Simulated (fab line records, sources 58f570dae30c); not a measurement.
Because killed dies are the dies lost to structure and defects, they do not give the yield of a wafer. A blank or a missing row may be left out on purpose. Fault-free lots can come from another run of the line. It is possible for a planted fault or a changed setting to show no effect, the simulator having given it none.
What tool caused it? ; flow berkeley_cmos170 ; 21 wafers from 7 lots sampled at 2 of the route's 331 steps

== WHAT THE GAUGES SHOWED, per wafer ==
UCB170_WELLDRIVE_THK_MEAS_02.
lot;measured;on;WELLDRIVE_OXIDE_THK (nm)
L644;day 4 06:55;film_metro-02;200 197 199
L646;day 4 19:08;film_metro-02;205 204 204
L648;day 5 02:34;film_metro-01;196 198 197
L652;day 5 17:16;film_metro-03;194 194 198
L653;day 6 00:46;film_metro-01;203 201 200
L660;day 7 06:45;film_metro-02;199 199 192
L663;day 8 07:02;film_metro-02;195 193 196

== EACH LOT AND THE TOOL THAT RAN IT (in order: tool; ch and the chambers of the sampled wafers; start) ==
lot;UCB170_NWELL_HMDS_06
L644;litho_track-01 ch 0, day 3 04:07
L646;litho_track-03 ch 0, day 3 14:15
L648;litho_track-04 ch 0, day 3 22:52
L652;litho_track-03 ch 0, day 4 09:18
L653;litho_track-04 ch 0, day 4 15:53
L660;litho_track-04 ch 0, day 6 02:40
L663;litho_track-01 ch 0, day 6 23:48
- UCB170_NWELL_HMDS_06: prime time 60 s.

== THE ANSWER, worked out from the rows above alone ==
Rule: the lots themselves supply what counts as usual. Put in order of their means at a reading, lots are off if they are a third of the lots or fewer, leave a main group of 4 or more, and stand apart from it by a gap of 3 or more times the standard deviation of the main group's means; of several such gaps the widest counts. Not used: any main group whose means are identical at the precision the tables above print for the reading. A lot without any number at a reading at which 4 lots or more have one is off too. All remaining lots with rows at the step are treated as sound.
None of the lots is off at any reading shown; this tells nothing.

== WHAT THE SIMULATOR HAD INSERTED ==
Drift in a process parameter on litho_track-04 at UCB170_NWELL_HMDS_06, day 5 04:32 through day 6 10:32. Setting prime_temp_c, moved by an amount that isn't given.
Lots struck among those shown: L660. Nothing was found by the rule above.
